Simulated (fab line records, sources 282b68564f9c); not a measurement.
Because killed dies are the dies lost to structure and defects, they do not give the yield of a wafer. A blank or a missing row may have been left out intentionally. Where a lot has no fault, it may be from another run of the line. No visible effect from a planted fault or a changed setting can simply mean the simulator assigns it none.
fab line records | flow ritCmos
record: lots: 6 wafers: 18 lastDay: 7
route steps=202 shown PRETRO@69 GATE@75 FOX2@80 REOX@98 NLDD@103 M1@192
lots with no fault: from the same line, run without faults
startH: hours from the record's opening day to when the first of the lot's shown wafers began | waitH: time in hours since the lot's previous step | " identical to the entry in the row above | L1.1+2: a single row standing in for several wafers | - no value present, or no start provided | * or withheld: withheld | < > ~ a bound
route shown NAME@n: NAME is a module with steps in the file, n the number in the route of the first one | usual: average and standard deviation across the fault-free wafers | same: alike in all rows | chamber/n: place in a boat | sites: per-site readings | _std_site: how widely they spread, as a standard deviation | _edge_site: inner sites' mean taken away from outer sites' mean | radiusMm: how far each site lies from the wafer's centre | mask NAME#n: copy n | behind: tool/chamber where the wafer was last shaped | hold: why the lot was held/for how many hours/how that ended | device: the transistor (n, p or np) that didn't switch | end of line: tests of these same wafers at the route's end | where a step has no rows: the recipe by itself | killed: dies that structure and defects cost at the first sort, which is not the same as the wafer's yield | map: a wafer's dies, x killed, . not, _ none there
set.NAME: the run value of the setting; set.NAME@STEP: its run value at that earlier step | model.NAME: the simulator's own value behind a step, which no gauge read
lots at selected steps of the route; one table per step, one row per wafer
services: the hour from which a tool's chamber was out of use, counted from the record's first day as startH (under 0 if before that day), plus the number of hours and why
== steps ==
step: RIT_PRETRO_DEVELOP_05
recipe: resist: NOVOLAK developTimeS: 65.46 devTempC: 23
step: RIT_PRETRO_OVL_MEAS_06
usual: PRETRO_OVL: -1.8/1.4
columns lot.wafer tool chamber startH waitH PRETRO_OVL[nm]
L288.1 overlay-01 - 31.17 - -0.2
L288.5 " - " " 0.5
L288.6 " - " " -1.8
L299.1 overlay-01 - 87.07 - -2.1
L299.5 " - " " -0.1
L299.6 " - " " -2.2
L305.2 overlay-02 - 118.64 - -0.7
L305.4 " - " " -1.4
L305.6 " - " " -2.2
L306.1 overlay-01 - 122.65 - -2.8
L306.2 " - " " -1.9
L306.5 " - " " -3.3
L307.3 overlay-02 - 126.63 - -1.5
L307.4 " - " " -1.0
L307.5 " - " " -0.8
L311.2 overlay-02 - 149.02 - -1.5
L311.5 " - " " -3.9
L311.6 " - " " -5.3
step: RIT_PRETRO_HARDBAKE_07
recipe: resist: NOVOLAK tempC: 140 timeS: 120
step: RIT_PRETRO_IMPLANT_08
recipe: species: B energyKev: 45 doseCm2: 1.2e+13 tiltDeg: 7
step: RIT_PRETRO_STRIP_09
recipe: chemistry: O2 timeS: 180 resist: NOVOLAK platenTempC: withheld powerW: 500 pressureMtorr: 4000 o2FlowSccm: 4000
usual: drypumpMotorCurrentA: 5.88/0.21 o2FlowSccm: 4001/11
columns lot.wafer tool chamber startH waitH drypumpMotorCurrentA o2FlowSccm rfHoursCounterH
L288.1 plasmaAsher-03 0 31.61 0.1 5.61 3984 38
L288.5 " 1 " " 6.02 4011 -
L288.6 " 0 " " 5.61 4029 -
L299.1 plasmaAsher-02 0 87.50 0.1 5.81 4000 44
L299.5 " 0 " " 5.87 3985 -
L299.6 " 1 " " 5.82 3991 -
L305.2 plasmaAsher-03 1 119.07 0.1 6.10 3999 47
L305.4 " 0 " " 5.59 4022 -
L305.6 " 0 " " 5.60 3998 -
L306.1 plasmaAsher-02 0 123.08 0.1 5.85 3989 48
L306.2 " 1 " " 5.83 3999 48
L306.5 " 1 " " 5.82 4005 -
L307.3 plasmaAsher-01 0 127.12 0.1 6.29 4007 -
L307.4 " 1 " " 5.73 4001 -
L307.5 " 0 " " 6.32 4008 -
L311.2 plasmaAsher-03 0 149.45 0.1 5.61 4000 50
L311.5 " 1 " " 6.02 3988 -
L311.6 " 0 " " 5.59 4015 -
step: RIT_PRETRO_TW_MEAS_10
usual: PRETRO_TW: 473.6/2.9
columns lot.wafer tool chamber startH waitH PRETRO_TW
L288.1 filmMetro-02 - 31.78 0.1 475.9
L288.5 " - " " 476.0
L288.6 " - " " 476.7
L299.1 filmMetro-04 - 87.68 0.1 476.1
L299.5 " - " " 478.7
L299.6 " - " " 477.2
L305.2 filmMetro-04 - 119.25 0.1 470.8
L305.4 " - " " 476.3
L305.6 " - " " 476.0
L306.1 filmMetro-04 - 123.26 0.1 474.2
L306.2 " - " " 473.9
L306.5 " - " " 475.8
L307.3 filmMetro-04 - 127.25 0.1 474.4
L307.4 " - " " 472.6
L307.5 " - " " 473.9
L311.2 filmMetro-02 - 149.64 0.1 476.3
L311.5 " - " " 476.0
L311.6 " - " " 477.6
step: RIT_GATE_WET_ETCH_00
recipe: chemistry: BOE target: SiO2 targetDepthNm: 56 timeS: 60 dry: n2Spin dilution: 10:1 tempC: 21.5
step: RIT_GATE_CLEAN_01
recipe: chemistry: SC1 mix: 3:3:50 timeS: 600 tempC: 75
step: RIT_GATE_CLEAN_02
recipe: chemistry: dHF dilution: 50:1 timeS: 30
step: RIT_GATE_CLEAN_03
recipe: chemistry: SC2 mix: 3:3:50 timeS: 600 tempC: 75 dry: n2Spin
step: RIT_GATE_CLEAN_04
recipe: chemistry: dHF dilution: 50:1 timeS: 60 dry: n2Spin
step: RIT_FOX2_THK_MEAS_91
recipe: reads: SiO2_of_FOX2_OXIDATION_00
usual: FIELD_OXIDE_LEFT_2_THK: 259/5.7
columns lot.wafer tool chamber startH waitH FIELD_OXIDE_LEFT_2_THK[nm]
L288.1 filmMetro-02 - 32.30 0.0 267
L288.5 " - " " 261
L288.6 " - " " 262
L299.1 filmMetro-01 - 88.16 0.0 256
L299.5 " - " " 251
L299.6 " - " " 256
L305.2 filmMetro-01 - 119.73 0.0 253
L305.4 " - " " 243
L305.6 " - " " 252
L306.1 filmMetro-02 - 123.74 0.0 255
L306.2 " - " " 252
L306.5 " - " " 261
L307.3 filmMetro-02 - 127.74 0.0 257
L307.4 " - " " 253
L307.5 " - " " 253
L311.2 filmMetro-04 - 150.12 0.0 249
L311.5 " - " " 256
L311.6 " - " " 252
step: RIT_GATE_OXIDATION_05
recipe: tempC: 900 ambient: O2 targetThkA: 30 oxTimeS: 270
usual: spikeTcCentreC: 902.6/1 spikeTcLoadC: 927.4/2.4
same: oxTimeS: 270
columns lot.wafer tool chamber startH waitH spikeTcCentreC spikeTcLoadC model.SiO2_of_GATE_OXIDATION_05.thkNm
L288.1 furnace-04 0 32.36 0.1 902.3 924.0 2.966
L288.5 " 0 " " 902.2 923.0 2.977
L288.6 " 0 " " 901.6 925.4 3.004
L299.1 furnace-01 0 88.22 0.1 902.4 930.5 3.092
L299.5 " 0 " " 901.2 929.6 3.063
L299.6 " 0 " " 900.6 929.3 2.976
L305.2 furnace-02 0 119.78 0.0 903.1 926.8 2.935
L305.4 " 0 " " 901.3 925.8 2.931
L305.6 " 0 " " 903.6 928.2 2.904
L306.1 furnace-04 0 123.80 0.1 903.9 926.0 3.36
L306.2 " 0 " " 902.5 923.9 3.375
L306.5 " 0 " " 902.0 925.7 3.313
L307.3 furnace-04 0 127.78 0.0 901.6 925.2 3.24
L307.4 " 0 " " 903.1 924.7 3.226
L307.5 " 0 " " 903.8 926.2 3.119
L311.2 furnace-02 0 150.17 0.0 902.6 926.5 3.013
L311.5 " 0 " " 903.0 925.7 3.01
L311.6 " 0 " " 903.4 922.9 2.985
step: RIT_GATE_ANNEAL_06
recipe: tempC: 900 timeS: 600 ambient: N2O
step: RIT_GATE_THK_MEAS_07
recipe: reads: SiO2_of_GATE_OXIDATION_05
usual: GATE_OXIDE_THK: 2.99/0.064
columns lot.wafer tool chamber startH waitH GATE_OXIDE_THK[nm]
L288.1 filmMetro-04 - 33.68 0.0 2.99
L288.5 " - " " 2.93
L288.6 " - " " 2.99
L299.1 filmMetro-02 - 89.55 0.0 3.12
L299.5 " - " " 3.09
L299.6 " - " " 2.88
L305.2 filmMetro-02 - 122.31 0.0 2.91
L305.4 " - " " 2.95
L305.6 " - " " 2.89
L306.1 filmMetro-01 - 125.12 0.0 3.34
L306.2 " - " " 3.37
L306.5 " - " " 3.28
L307.3 filmMetro-02 - 129.58 0.0 3.25
L307.4 " - " " 3.22
L307.5 " - " " 3.13
L311.2 filmMetro-02 - 151.50 0.0 3.01
L311.5 " - " " 3.02
L311.6 " - " " 2.98
step: RIT_GATE_CVD_08
recipe: material: poly-Si targetThkNm: 250 tempC: 610 precursor: SiH4 timeS: 2132 pressureMtorr: 300 sih4FlowSccm: 100
step: RIT_GATE_THK_MEAS_09
recipe: reads: poly-Si_of_GATE_CVD_08
usual: GATE_POLY_THK: 240/3
columns lot.wafer tool chamber startH waitH GATE_POLY_THK[nm]
L288.1 filmMetro-04 - 35.36 0.0 238
L288.5 " - " " 238
L288.6 " - " " 236
L299.1 filmMetro-04 - 91.23 0.0 237
L299.5 " - " " 239
L299.6 " - " " 237
L305.2 filmMetro-04 - 124.39 0.0 236
L305.4 " - " " 235
L305.6 " - " " 236
L306.1 filmMetro-01 - 127.61 0.0 240
L306.2 " - " " 243
L306.5 " - " " 240
L307.3 filmMetro-02 - 131.26 0.0 240
L307.4 " - " " 240
L307.5 " - " " 239
L311.2 filmMetro-02 - 153.18 0.0 240
L311.5 " - " " 235
L311.6 " - " " 239
step: RIT_GATE_HMDS_10
recipe: primeTimeS: 60 primeTempC: 140
step: RIT_GATE_COAT_11
recipe: resist: NOVOLAK spinRpm: 4250 resistThkNm: 850
step: RIT_GATE_SOFTBAKE_12
recipe: resist: NOVOLAK tempC: 90 timeS: 60
step: RIT_GATE_EXPOSE_13
recipe: maskId: M6 na: 0.6 sourceShape: conventional sigmaOuter: 0.6 targetCdNm: 150 doseMj: 380
step: RIT_GATE_PEB_14
recipe: resist: NOVOLAK tempC: withheld timeS: withheld
step: RIT_GATE_DEVELOP_15
recipe: resist: NOVOLAK developTimeS: 50 devTempC: 23
step: RIT_GATE_CD_MEAS_16
recipe: targetCdNm: 150
usual: cdNm: 149.5/2.4
columns lot.wafer tool chamber startH waitH cdNm
L288.1 cdSem-01 - 36.58 - 152.5
L288.5 " - " " 152.4
L288.6 " - " " 151.7
L299.1 cdSem-02 - 92.14 - 146.9
L299.5 " - " " 148.3
L299.6 " - " " 149.4
L305.2 cdSem-01 - 125.63 - 149.6
L305.4 " - " " 150.7
L305.6 " - " " 148.5
L306.1 cdSem-01 - 128.52 - 149.4
L306.2 " - " " 149.9
L306.5 " - " " 147.8
L307.3 cdSem-02 - 132.34 - 145.8
L307.4 " - " " 148.5
L307.5 " - " " 146.6
L311.2 cdSem-02 - 154.22 - 153.1
L311.5 " - " " 152.5
L311.6 " - " " 153.3
step: RIT_GATE_OVL_MEAS_17
usual: GATE_OVL: -0.9/1.8
columns lot.wafer tool chamber startH waitH GATE_OVL[nm]
L288.1 overlay-01 - 36.70 0.1 -1.6
L288.5 " - " " -0.1
L288.6 " - " " -4.2
L299.1 overlay-01 - 92.26 0.1 -0.5
L299.5 " - " " -1.7
L299.6 " - " " -2.1
L305.2 overlay-02 - 125.73 0.1 0.0
L305.4 " - " " -0.4
L305.6 " - " " -1.9
L306.1 overlay-02 - 128.64 0.1 0.5
L306.2 " - " " 0.8
L306.5 " - " " -0.1
L307.3 overlay-01 - 132.43 0.1 1.3
L307.4 " - " " 1.2
L307.5 " - " " 2.0
L311.2 overlay-02 - 154.33 0.1 -0.4
L311.5 " - " " -1.8
L311.6 " - " " -1.4
step: RIT_GATE_HARDBAKE_18
recipe: resist: NOVOLAK tempC: 140 timeS: 60
step: RIT_GATE_ETCH_19
recipe: chemistry: SF6/CHF3/O2 timeS: 170.6 SF6_flow_sccm: 30 CHF3_flow_sccm: 30 O2_flow_sccm: 5 target: poly-Si pressureMtorr: 40 rfW: 160 targetDepthA: 3125 overEtchFrac: 0.25 stopOn: SiO2
usual: O2_flow_sccm: 4.999/0.014 drypumpMotorCurrentA: 5.6/0.54 oesProductAu: 0.818/0.017 throttleValvePct: 10.31/0.12
columns lot.wafer tool chamber startH waitH O2_flow_sccm drypumpMotorCurrentA oesProductAu rfHoursCounterH throttleValvePct
L288.1 rieSi-01 0 36.89 0.1 5.008 5.8 0.808 33 10.40
L288.5 " 0 " " 4.984 5.8 0.802 - 10.41
L288.6 " 3 " " 4.998 4.8 0.833 - 10.46
L299.1 rieSi-02 3 92.45 0.1 4.977 6.2 0.817 50 10.06
L299.5 " 3 " " 4.991 6.2 0.816 - 10.09
L299.6 " 1 " " 4.997 5.8 0.808 - 10.33
L305.2 rieSi-02 3 125.91 0.1 4.986 6.2 0.808 51 10.10
L305.4 " 0 " " 4.998 5.3 0.778 27 10.39
L305.6 " 3 " " 5.017 6.2 0.809 - 10.09
L306.1 rieSi-01 2 128.82 0.1 5.003 6.1 0.837 47 10.35
L306.2 " 3 " " 5.013 4.9 0.834 101 10.46
L306.5 " 1 " " 4.996 6.3 0.828 - 10.33
L307.3 rieSi-02 2 132.61 0.1 5.009 4.8 0.826 0 10.21
L307.4 " 3 " " 5.003 6.2 0.823 51 10.09
L307.5 " 0 " " 4.987 5.3 0.792 - 10.39
L311.2 rieSi-02 1 154.51 0.1 5.018 5.8 0.811 3 10.31
L311.5 " 1 " " 4.984 5.8 0.797 - 10.31
L311.6 " 2 " " 4.984 4.8 0.825 - 10.20
step: RIT_GATE_STRIP_20
recipe: chemistry: O2 timeS: 180 resist: NOVOLAK platenTempC: withheld powerW: 500 pressureMtorr: 4000 o2FlowSccm: 4000
usual: drypumpMotorCurrentA: 6.01/0.26 o2FlowSccm: 4000/10
columns lot.wafer tool chamber startH waitH drypumpMotorCurrentA o2FlowSccm rfHoursCounterH
L288.1 plasmaAsher-01 0 37.00 0.1 6.29 3996 40
L288.5 " 0 " " 6.30 3996 -
L288.6 " 1 " " 5.71 4005 -
L299.1 plasmaAsher-02 0 92.56 0.1 5.86 4009 45
L299.5 " 1 " " 5.80 4003 -
L299.6 " 0 " " 5.84 4009 -
L305.2 plasmaAsher-04 0 126.02 0.1 6.38 4010 36
L305.4 " 0 " " 6.41 3996 -
L305.6 " 0 " " 6.38 3992 -
L306.1 plasmaAsher-02 0 128.93 0.1 5.84 4005 49
L306.2 " 1 " " 5.82 3999 49
L306.5 " 0 " " 5.86 4000 -
L307.3 plasmaAsher-04 0 132.77 0.1 6.40 3991 -
L307.4 " 1 " " 5.84 4015 -
L307.5 " 0 " " 6.40 4000 -
L311.2 plasmaAsher-04 1 154.62 0.1 5.85 3989 39
L311.5 " 1 " " 5.87 4000 -
L311.6 " 0 " " 6.38 4008 -
step: RIT_GATE_CD_MEAS_90
recipe: targetCdNm: 150
usual: cdNm: 149.4/2.4
columns lot.wafer tool chamber startH waitH cdNm
L288.1 cdSem-01 - 37.17 0.1 152.8
L288.5 " - " " 153.0
L288.6 " - " " 151.4
L299.1 cdSem-01 - 92.73 0.1 147.2
L299.5 " - " " 148.6
L299.6 " - " " 149.5
L305.2 cdSem-01 - 126.22 0.1 149.5
L305.4 " - " " 150.8
L305.6 " - " " 148.3
L306.1 cdSem-02 - 129.10 0.1 149.2
L306.2 " - " " 149.7
L306.5 " - " " 148.0
L307.3 cdSem-01 - 132.93 0.1 145.2
L307.4 " - " " 148.3
L307.5 " - " " 146.8
L311.2 cdSem-01 - 154.81 0.1 153.8
L311.5 " - " " 152.2
L311.6 " - " " 153.6
step: RIT_REOX_CLEAN_00
recipe: chemistry: SC1 mix: 3:3:50 timeS: 600 tempC: 75
step: RIT_REOX_CLEAN_01
recipe: chemistry: dHF dilution: 50:1 timeS: 30
step: RIT_REOX_CLEAN_02
recipe: chemistry: SC2 mix: 3:3:50 timeS: 600 tempC: 75 dry: n2Spin
step: RIT_REOX_OXIDATION_03
recipe: tempC: 900 ambient: O2 targetThkA: 252 oxTimeS: 5580
step: RIT_REOX_THK_MEAS_04
recipe: reads: SiO2_of_REOX_OXIDATION_03
usual: REOX_OXIDE_THK: 25.0/0.49
columns lot.wafer tool chamber startH waitH REOX_OXIDE_THK[nm]
L288.1 filmMetro-03 - 40.71 0.0 24.6
L288.5 " - " " 24.7
L288.6 " - " " 24.6
L299.1 filmMetro-03 - 95.95 0.0 24.5
L299.5 " - " " 24.5
L299.6 " - " " 24.9
L305.2 filmMetro-03 - 129.61 0.0 24.2
L305.4 " - " " 24.9
L305.6 " - " " 24.6
L306.1 filmMetro-01 - 132.21 0.0 25.0
L306.2 " - " " 24.9
L306.5 " - " " 25.0
L307.3 filmMetro-04 - 135.95 0.0 25.3
L307.4 " - " " 25.4
L307.5 " - " " 25.5
L311.2 filmMetro-01 - 158.57 0.0 25.4
L311.5 " - " " 25.3
L311.6 " - " " 25.3
step: RIT_NLDD_HMDS_00
recipe: primeTimeS: 60 primeTempC: 140
step: RIT_NLDD_COAT_01
recipe: resist: NOVOLAK spinRpm: 3250 resistThkNm: 1000
step: RIT_NLDD_SOFTBAKE_02
recipe: resist: NOVOLAK tempC: 90 timeS: 60
step: RIT_NLDD_EXPOSE_03
recipe: maskId: M7 na: 0.57 targetCdNm: 40700 doseMj: 250
step: RIT_NLDD_PEB_04
recipe: resist: NOVOLAK tempC: withheld timeS: withheld
step: RIT_NLDD_DEVELOP_05
recipe: resist: NOVOLAK developTimeS: 50 devTempC: 23
step: RIT_NLDD_OVL_MEAS_06
usual: NLDD_OVL: -0.5/1.4
columns lot.wafer tool chamber startH waitH NLDD_OVL[nm]
L288.1 overlay-01 - 41.62 - -2.4
L288.5 " - " " -0.9
L288.6 " - " " -2.5
L299.1 overlay-01 - 97.00 - 0.8
L299.5 " - " " -0.2
L299.6 " - " " 1.1
L305.2 overlay-01 - 130.53 - -0.3
L305.4 " - " " -2.8
L305.6 " - " " 0.5
L306.1 overlay-02 - 133.25 - 0.2
L306.2 " - " " -0.3
L306.5 " - " " -0.5
L307.3 overlay-02 - 136.97 - 2.3
L307.4 " - " " 0.6
L307.5 " - " " 0.4
L311.2 overlay-02 - 159.47 - -1.0
L311.5 " - " " -0.2
L311.6 " - " " -0.6
step: RIT_NLDD_HARDBAKE_07
recipe: resist: NOVOLAK tempC: 140 timeS: 60
step: RIT_M1_DEVELOP_08
recipe: resist: NOVOLAK developTimeS: 68 devTempC: 23.58
columns lot.wafer tool chamber startH waitH model.M1.cdNm
L288.1 lithoTrack-01 0 - - 2603
L288.5 " 0 " " 2602
L288.6 " 0 " " 2604
L299.1+5 lithoTrack-03 0 - - 2602
L299.6 " 0 " " 2601
L305.2+6 lithoTrack-04 0 - - 2599
L305.4 " 0 " " 2601
L306.1+5 lithoTrack-01 0 - - 2630
L306.2 " 0 " " 2632
L307.3 lithoTrack-01 0 - - 2635
L307.4 " 0 " " 2631
L307.5 " 0 " " 2634
L311.2 lithoTrack-01 0 - - 2600
L311.5 " 0 " " 2598
L311.6 " 0 " " 2599
step: RIT_M1_METAL_ETCH_12
recipe: stopOn: SiO2 chemistry: Cl2/BCl3 target: Al timeS: 165 overEtchFrac: 0.5 pressureMtorr: 100 targetDepthA: 6000 rfW: 250 Cl2_flow_sccm: 60 bcl3FlowSccm: 50
usual: drypumpMotorCurrentA: 5.6/0.41 oesProductAu: 0.772/0.016 throttleValvePct: 8.42/0.11
columns lot.wafer tool chamber startH waitH drypumpMotorCurrentA oesProductAu rfHoursCounterH throttleValvePct model.M1.cdNm
L288.1 rieMetal-03 0 54.70 0.2 5.5 0.755 4.1 8.48 2605
L288.5 " 0 " " 5.5 0.760 - 8.51 2603
L288.6 " 1 " " 5.3 0.760 - 8.37 2605
L299.1 rieMetal-01 1 110.39 0.2 5.4 0.755 1.1 8.44 2599
L299.5 " 0 " " 5.1 0.800 - 8.19 2603
L299.6 " 1 " " 5.4 0.761 - 8.45 2598
L305.2 rieMetal-01 1 143.99 0.2 5.4 0.773 1.5 8.45 2598
L305.4 " 1 " " 5.4 0.765 - 8.45 2602
L305.6 " 0 " " 5.1 0.804 - 8.20 2601
L306.1 rieMetal-03 1 147.69 0.2 5.3 0.770 5.2 8.36 2630
L306.2 " 0 " " 5.4 0.760 5.2 8.48 2634
L306.5 " 1 " " 5.3 0.772 - 8.35 2631
L307.3 rieMetal-02 0 152.32 0.2 6.2 0.767 - 8.53 2635
L307.4 " 1 " " 6.0 0.773 - 8.50 2631
L307.5 " 0 " " 6.2 0.782 - 8.51 2634
L311.2 rieMetal-01 1 172.92 0.2 5.4 0.771 1.8 8.44 2599
L311.5 " 0 " " 5.1 0.807 - 8.20 2601
L311.6 " 1 " " 5.4 0.768 - 8.45 2595
step: RIT_M1_PROBE_99
usual: killedAtContacts: 0.1/0.31 killedAtFrontEnd: 7/3.3 killedDies: 7/3.3 killedOpen: 3.4/2.2 killedShort: 3.5/2
same: grossDies: 264 killed_at_M0_to_M3: 0 killed_at_M4_up: 0 killedAtBackSide: 0 killedAtOther: 0
columns lot.wafer tool chamber startH waitH killedAtContacts killedAtFrontEnd killedDies killedOpen killedShort model.etest.pmos_0p3.rOnOhmUm model.etest.nmos_0p3.rOnOhmUm model.etest.m1.widthNm model.etest.nmos_0p15.driveUaUm model.etest.nmosNarrow.driveUaUm model.etest.nmos_0p3.driveUaUm model.etest.pmos_0p15.driveUaUm model.etest.pmos_0p3.driveUaUm
L288.1 prober-02 - 56.96 0.1 0 9 9 4 5 6097 2102 2604 475.1 234.5 231.6 266 106
L288.5 prober-02 - 57.16 0.2 0 7 7 4 3 6114 2139 2608 469.7 234.2 232.6 262.2 104.6
L288.6 prober-02 - 57.21 0.2 0 7 7 4 3 6097 2089 2607 479.4 233.7 229.9 265.9 103.8
L299.1 prober-02 - 112.68 0.1 0 8 8 4 4 6136 2124 2600 483.8 234 227.4 278.9 102.6
L299.5 prober-02 - 112.88 0.2 0 5 5 3 2 6133 2124 2594 477.9 235.7 225.4 273.4 102.6
L299.6 prober-02 - 112.93 0.2 0 9 9 3 6 6058 2135 2597 482.4 244.7 236.6 273.7 107.9
L305.2 prober-02 - 148.39 0.1 0 6 6 3 3 6017 2064 2600 488.6 242.9 239.6 275.3 107.8
L305.4 prober-02 - 148.49 0.2 0 5 5 0 5 6006 2052 2602 486 243.8 240.2 269.4 107.3
L305.6 prober-02 - 148.59 0.2 0 8 8 4 4 5930 2017 2599 504.9 250.6 243.5 279.7 108.6
L306.1 prober-01 - 149.94 0.1 0 11 11 4 7 6820 2304 2629 438.7 197.8 194.1 239.4 87.78
L306.2 prober-01 - 149.99 0.1 0 5 5 1 4 6880 2362 2640 430.9 197.2 191.4 237.3 88
L306.5 prober-01 - 150.14 0.2 0 2 2 1 1 6749 2270 2632 448.2 201.2 198.1 247.7 89.56
L307.3 prober-02 - 155.74 0.2 0 4 4 2 2 6515 2263 2634 460 208.6 204.8 257.3 92.55
L307.4 prober-02 - 155.79 0.2 0 5 5 1 4 6589 2255 2636 447.9 209 206.7 248.2 92.65
L307.5 prober-02 - 155.84 0.2 2 9 11 5 6 6345 2199 2634 466 220.3 214 261.5 98.19
L311.2 prober-02 - 175.68 0.1 1 6 7 4 3 6422 2184 2603 455.2 235 227.3 247.2 99.49
L311.5 prober-02 - 175.83 0.2 0 7 7 4 3 6319 2207 2600 453.8 234.8 229.3 253.2 100.7
L311.6 prober-02 - 175.88 0.2 0 10 10 6 4 6231 2155 2596 454.7 238.1 230.9 255.8 103
killed by level:class
L288.1 GATE:geometricParticle:open=3 GATE:geometricParticle:short=2 REOX:geometricParticle:short=2 FOX2:geometricParticle:short=1 REOX:geometricParticle:open=1
L288.5 GATE:geometricParticle:short=2 REOX:geometricParticle:open=2 FOX2:geometricParticle:open=1 SPACER:geometricParticle:short=1 SILICIDE:geometricParticle:open=1
L288.6 REOX:geometricParticle:open=3 GATE:geometricParticle:open=1 REOX:geometricParticle:short=1 SPACER:geometricParticle:short=1 SILICIDE:geometricParticle:short=1
L299.1 GATE:geometricParticle:short=2 GATE:geometricParticle:open=2 FOX1:geometricParticle:open=1 FOX1:geometricParticle:short=1 SPACER:geometricParticle:short=1 SILICIDE:geometricParticle:open=1
L299.5 GATE:geometricParticle:open=2 GATE:geometricParticle:short=1 REOX:geometricParticle:open=1 REOX:geometricParticle:short=1
L299.6 SILICIDE:geometricParticle:short=3 GATE:geometricParticle:open=2 REOX:geometricParticle:short=2 FOX1:geometricParticle:short=1 REOX:geometricParticle:open=1
L305.2 GATE:geometricParticle:short=2 FOX1:geometricParticle:open=1 GATE:geometricParticle:open=1 REOX:geometricParticle:short=1 SILICIDE:geometricParticle:open=1
L305.4 FOX1:geometricParticle:short=2 GATE:geometricParticle:short=2 REOX:geometricParticle:short=1
L305.6 REOX:geometricParticle:short=3 GATE:geometricParticle:open=2 GATE:geometricParticle:short=1 REOX:geometricParticle:open=1 SILICIDE:geometricParticle:open=1
L306.1 SPACER:geometricParticle:short=4 FOX1:geometricParticle:short=2 GATE:geometricParticle:open=2 FOX1:geometricParticle:open=1 GATE:geometricParticle:short=1 SPACER:geometricParticle:open=1
L306.2 SPACER:geometricParticle:short=3 GATE:geometricParticle:open=1 SILICIDE:geometricParticle:short=1
L306.5 SPACER:geometricParticle:short=1 SPACER:geometricParticle:open=1
L307.3 GATE:geometricParticle:open=1 REOX:geometricParticle:short=1 SILICIDE:geometricParticle:short=1 SILICIDE:geometricParticle:open=1
L307.4 SILICIDE:geometricParticle:short=2 GATE:geometricParticle:short=1 REOX:geometricParticle:open=1 SPACER:geometricParticle:short=1
L307.5 GATE:geometricParticle:open=4 REOX:geometricParticle:short=3 FOX1:geometricParticle:short=1 GATE:geometricParticle:short=1 CONTACT:geometricParticle:open=1 CONTACT:geometricParticle:short=1
L311.2 REOX:geometricParticle:open=1 GATE:geometricParticle:short=1 REOX:geometricParticle:short=1 SPACER:geometricParticle:open=1 SILICIDE:geometricParticle:open=1 SILICIDE:geometricParticle:short=1 CONTACT:geometricParticle:open=1
L311.5 GATE:geometricParticle:short=2 REOX:geometricParticle:open=2 FOX1:geometricParticle:open=1 GATE:geometricParticle:open=1 SILICIDE:geometricParticle:short=1
L311.6 GATE:geometricParticle:open=2 SILICIDE:geometricParticle:short=2 SILICIDE:geometricParticle:open=2 FOX1:geometricParticle:open=1 FOX1:geometricParticle:short=1 GATE:geometricParticle:short=1 REOX:geometricParticle:open=1
== services ==
columns tool chamber startH hours kind
rieMetal-01 0 14.38 - clean
rieMetal-01 1 14.38 - clean
plasmaAsher-02 - 14.94 0.9 repair
rieSi-02 2 29.11 5.4 repair
plasmaAsher-03 - 37.01 14.6 pm
furnace-04 - 38.93 4.4 pm
rieSi-02 3 43.52 4.2 repair
plasmaAsher-01 - 46.03 5.1 repair
plasmaAsher-02 - 51.44 2.8 pm
furnace-02 - 62.69 2.8 pm
rieSi-01 0 74.57 7.7 repair
rieSi-02 2 79.52 - clean
rieSi-02 2 79.52 17.7 scheduledDown
rieSi-02 2 79.52 17.7 ventCycle
rieSi-02 - 96.86 2.0 repair
furnace-02 - 97.05 5.0 pm
rieSi-01 1 104.88 - clean
rieSi-01 1 104.88 23.2 scheduledDown
rieSi-01 1 104.88 23.2 ventCycle
plasmaAsher-01 - 105.73 12.0 repair
rieMetal-02 0 109.94 4.2 repair
plasmaAsher-01 - 117.71 9.0 pm
rieMetal-02 0 135.91 3.6 repair
furnace-02 - 152.29 3.7 pm
== key ==
firstSign: step: RIT_GATE_THK_MEAS_07 reading: GATE_OXIDE_THK direction: up sigmas: 4.2 usual: 2.99 struck: 3.26
effect none on later readings
modelEffect: step: RIT_GATE_OXIDATION_05 value: SiO2_of_GATE_OXIDATION_05.thkNm without: 3.032 struck: 3.272
modelEffect: step: RIT_M1_DEVELOP_08 value: M1.cdNm without: 2601 struck: 2632
modelEffect: step: RIT_M1_METAL_ETCH_12 value: M1.cdNm without: 2601 struck: 2633
modelEffect: step: RIT_M1_PROBE_99 value: etest.pmos_0p3.rOnOhmUm without: 6228 struck: 6650
metAt RIT_GATE_OXIDATION_05
struckWafers L306.1,L306.2,L306.5,L307.3,L307.4,L307.5
testerLeftOut L306,L307
loopTrim: step: RIT_M1_EXPOSE_06 setting: dose lots: L306,L307
onsetBetween 32.36 123.80
fault: kind: processParameterDrift tool: furnace-04 chamber: - onsetH: 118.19 steps: RIT_GATE_OXIDATION_05 channel: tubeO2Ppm offset: 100 shape: step endH: 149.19
testerLeftOut: of these lots the tester's yield and bins aren't shown, on N5 and GAA mostly nor the transistor test; their killed dies are dies lost to structure and defects alone, not to doping, threshold or leakage, so they don't give the yield
loopTrim: a control loop set the setting to another value than it would have without faults
